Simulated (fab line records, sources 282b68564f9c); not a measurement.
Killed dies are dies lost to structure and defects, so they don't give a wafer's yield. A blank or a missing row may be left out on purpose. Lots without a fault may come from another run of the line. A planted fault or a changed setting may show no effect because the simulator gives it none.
A struck lot beside a sound one | flow rit_cmos | 15 steps out of a route of 202
Sound: wafers L357.3, L357.5, L357.6. Struck: wafer L362.4. (L362.2, L362.5 of the same lot were not struck and are left out.) The cause comes at the end.
At each step with rows: each side's tool, then ch and its chambers, then its first start. Under that, the readings that differ: sound wafers | struck wafers | difference of the means | sigmas: that difference in standard deviations of wafers without a fault.
alike: readings whose means differ by less than 2 such deviations, and words and numbers that are the same on both sides. not compared: withheld readings, readings that some wafer has no value for, bounds like >300 that may hide the same value, and numbers for which the record gives no deviation and whose values overlap.
The two part at a step that has a row with sigmas, a row that says differs or no value, or rows on one side only. Numbers that don't overlap but have no deviation are shown without sigmas and don't part them. A reading that every wafer of one side lacks parts them only if that side has two wafers or more.

RIT_GATE_THK_MEAS_07:
  sound on film_metro-03, day 3 23:48; struck on film_metro-04, day 5 00:11
  alike: GATE_OXIDE_THK
then, 1 step without rows for these wafers: RIT_GATE_CVD_08 (deposits poly-Si from SiH4, target thk 250 nm, time 2220 s).
RIT_GATE_THK_MEAS_09:
  sound on film_metro-03, day 4 01:28; struck on film_metro-03, day 5 02:40
  alike: GATE_POLY_THK
then, 6 steps without rows for these wafers: RIT_GATE_HMDS_10 (prime time 60 s); RIT_GATE_COAT_11 (resist thk 850 nm); RIT_GATE_SOFTBAKE_12 (time 60 s); RIT_GATE_EXPOSE_13 (exposes mask M6, target cd 150 nm); RIT_GATE_PEB_14; RIT_GATE_DEVELOP_15 (develop time 50 s).
RIT_GATE_CD_MEAS_16: target cd 150 nm.
  sound on cd_sem-02, day 4 02:29; struck on cd_sem-02, day 5 03:48
  alike: cd_nm
RIT_GATE_OVL_MEAS_17:
  sound on overlay-01, day 4 02:34; struck on overlay-02, day 5 03:54
  reading       | sound          | struck | difference | sigmas
  GATE_OVL (nm) | -1.6 -1.5 -3.3 | 1.9    | +4.0       | +3
then, 1 step without rows for these wafers: RIT_GATE_HARDBAKE_18 (time 60 s).
RIT_GATE_ETCH_19: etches poly-Si in SF6/CHF3/O2, stops on SiO2, time 165 s, target depth 312.5 nm.
  sound on rie_si-01 ch 0,1,3, day 4 02:45; struck on rie_si-02 ch 2, day 5 04:05
  reading                                   | sound             | struck | difference | sigmas
  model.NOVOLAK_of_GATE_COAT_11.thk_nm (nm) | 669.4 672.2 669.2 | 635.3  | -35.0      |
  alike: O2_flow_sccm, drypump_motor_current_A, oes_product_au, throttle_valve_pct
  not compared: rf_hours_counter_h
RIT_GATE_STRIP_20: strips in O2, time 180 s.
  sound on plasma_asher-02 ch 0,1, day 4 02:55; struck on plasma_asher-01 ch 0, day 5 04:11
  alike: drypump_motor_current_A
  not compared: rf_hours_counter_h
RIT_M1_PROBE_99:
  sound on prober-02, day 4 23:58; struck on prober-01, day 6 01:15
  reading                             | sound             | struck | difference | sigmas
  killed_at_front_end                 | 5 3 1             | 10     | +7         | +2
  killed_dies                         | 5 3 1             | 10     | +7         | +2
  killed_open                         | 4 1 0             | 7      | +5         | +3
  model.etest.pmos_turned.r_on_ohm_um | 3400 3389 3394    | 2966   | -428       |
  model.etest.pmos_0p3.r_on_ohm_um    | 6141 6163 6168    | 5802   | -355       |
  model.etest.pmos_0p15.r_on_ohm_um   | 2802 2776 2766    | 2439   | -342       |
  model.etest.pmos_0p15.drive_ua_um   | 252.5 253.7 254.7 | 308.4  | +54.8      |
  model.etest.pwell_pinched.rs_ohm_sq | 448.8 460.4 454.6 | 502.2  | +47.6      |
  model.etest.pmos_turned.drive_ua_um | 195.5 193.1 193.8 | 236    | +42        |
  alike: killed_at_contacts, killed_short
  not compared: model.etest.nmos_0p15.r_on_ohm_um, model.etest.nmos_0p3.r_on_ohm_um

WHERE THEY PART
First at RIT_GATE_OVL_MEAS_17; last, within this record, at RIT_M1_PROBE_99.

WHY: what the simulator had put in
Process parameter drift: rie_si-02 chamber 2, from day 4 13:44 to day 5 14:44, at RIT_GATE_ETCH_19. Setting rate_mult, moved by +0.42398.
